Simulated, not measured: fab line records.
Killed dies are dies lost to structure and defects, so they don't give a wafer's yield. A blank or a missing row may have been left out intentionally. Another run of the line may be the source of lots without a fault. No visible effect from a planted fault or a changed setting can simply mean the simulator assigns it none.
A struck lot beside a sound one | flow rit_cmos | 12 out of 202 route steps
Sound: wafers L319.1, L319.2, L319.3. Wafers struck: L311.2, L311.4, L311.6. The cause is named last.
Each step with rows lists, per side, the tool, then ch with its chambers, then its first start. Under that, the readings that differ: sound wafers | struck wafers | difference of the means | sigmas: that difference in standard deviations of wafers without a fault.
alike: words and numbers the same on both sides, and readings whose means are apart by under 2 such deviations; not compared: readings that were withheld, readings missing a value for some wafer, numbers with overlapping values and no deviation given by the record, and bounds like >300 which may hide the same value.
The two part at a step that has a row with sigmas, a row that says differs or no value, or rows on one side only. Non-overlapping numbers with no deviation appear without sigmas and do not part them. A reading that every wafer of one side lacks parts them only if that side has two wafers or more.

RIT_ACTIVE_BOW_MEAS_00:
  sound: film_metro-01 at day 5 14:00; struck: film_metro-01 at day 3 22:01
  alike: INCOMING_BOW
then, 1 step without rows for these wafers: RIT_ACTIVE_OXIDATION_01 (target thk 46.8 nm, ox time 3360 s).
RIT_ACTIVE_THK_MEAS_02:
  sound: film_metro-03 at day 5 17:05; struck: film_metro-03 at day 4 04:28
  alike: ACTIVE_OXIDE_THK
then, 1 step without rows for these wafers: RIT_ACTIVE_CVD_03 (deposits Si3N4 from SiH2Cl2/NH3, target thk 150 nm, time 1500 s).
RIT_ACTIVE_THK_MEAS_04:
  sound: film_metro-01 at day 5 18:34; struck: film_metro-03 at day 4 05:57
  alike: ACTIVE_NITRIDE_THK
then, 5 steps without rows for these wafers: RIT_ACTIVE_HMDS_05 (prime time 60 s); RIT_ACTIVE_COAT_06 (resist thk 1000 nm); RIT_ACTIVE_SOFTBAKE_07 (time 60 s); RIT_ACTIVE_EXPOSE_08 (exposes mask M1, target cd 1400 nm); RIT_ACTIVE_PEB_09.
RIT_ACTIVE_DEVELOP_10: develop time 50 s.
  struck on litho_track-03, day 4 06:00; sound on litho_track-03 ch 0, day 5 19:00
  no value came back on the struck wafers for chill_plate_temp_C (C), develop_time_s (s); on the sound wafers chill_plate_temp_C (C) reads 23.10 22.86 22.87
RIT_ACTIVE_CD_MEAS_11: target cd 1400 nm.
  sound: cd_sem-02 at day 5 19:36; struck: cd_sem-02 at day 4 07:00
  reading    | sound                | struck | difference                    | sigmas
  cd_nm (nm) | 1401.8 1399.5 1402.3 | - - -  | no value on the struck wafers |

## WHERE THEY PART
First at RIT_ACTIVE_DEVELOP_10; last, within this record, at RIT_ACTIVE_CD_MEAS_11.

WHY: what the simulator had put in
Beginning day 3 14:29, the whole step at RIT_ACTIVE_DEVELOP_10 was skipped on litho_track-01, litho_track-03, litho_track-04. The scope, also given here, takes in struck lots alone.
